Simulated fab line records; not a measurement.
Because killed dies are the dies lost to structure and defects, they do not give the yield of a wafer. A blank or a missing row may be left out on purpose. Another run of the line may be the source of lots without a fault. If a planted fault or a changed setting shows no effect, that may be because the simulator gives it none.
Which tool was responsible? ; flow berkeley_cmos170 ; 7 lots (21 wafers sampled), 1 step of a 331-step route

WHAT THE GAUGES READ, wafer by wafer
UCB170_SACOX_THK_MEAS_02.
lot;measured;on;SACOX_OXIDE_THK (nm)
L865;day 5 04:04;film_metro-02;14.51 14.55 14.60
L869;day 5 10:56;film_metro-04;14.43 14.31 14.52
L870;day 6 00:16;film_metro-02;14.11 14.14 14.28
L875;day 6 23:31;film_metro-03;14.27 14.42 14.66
L878;day 7 20:28;film_metro-03;13.87 13.91 14.26
L881;day 8 18:23;film_metro-04;14.22 13.95 14.16
L887;day 9 23:42;film_metro-03;14.72 14.51 14.56

EACH LOT AND THE TOOL THAT RAN IT (in order: tool; ch and the chambers of the sampled wafers; start)
The record shows no process step preceding these readings.

THE ANSWER, worked out from the rows above alone
Rule: usual is defined by the lots themselves. The widest of any qualifying gaps counts: lots, ordered by their means at a reading, are off when they make up no more than a third of the lots, leave a main group of 4 or more, and stand apart from it by 3 or more times the standard deviation of that group's means. Not used: any main group whose means are identical at the precision the tables above print for the reading. Also off: a lot with no number at a reading for which 4 or more lots have one. Any other lot the step has rows for is counted as sound.
No lot is off on any of the readings shown, so nothing can be concluded from this.

WHAT THE SIMULATOR PUT IN
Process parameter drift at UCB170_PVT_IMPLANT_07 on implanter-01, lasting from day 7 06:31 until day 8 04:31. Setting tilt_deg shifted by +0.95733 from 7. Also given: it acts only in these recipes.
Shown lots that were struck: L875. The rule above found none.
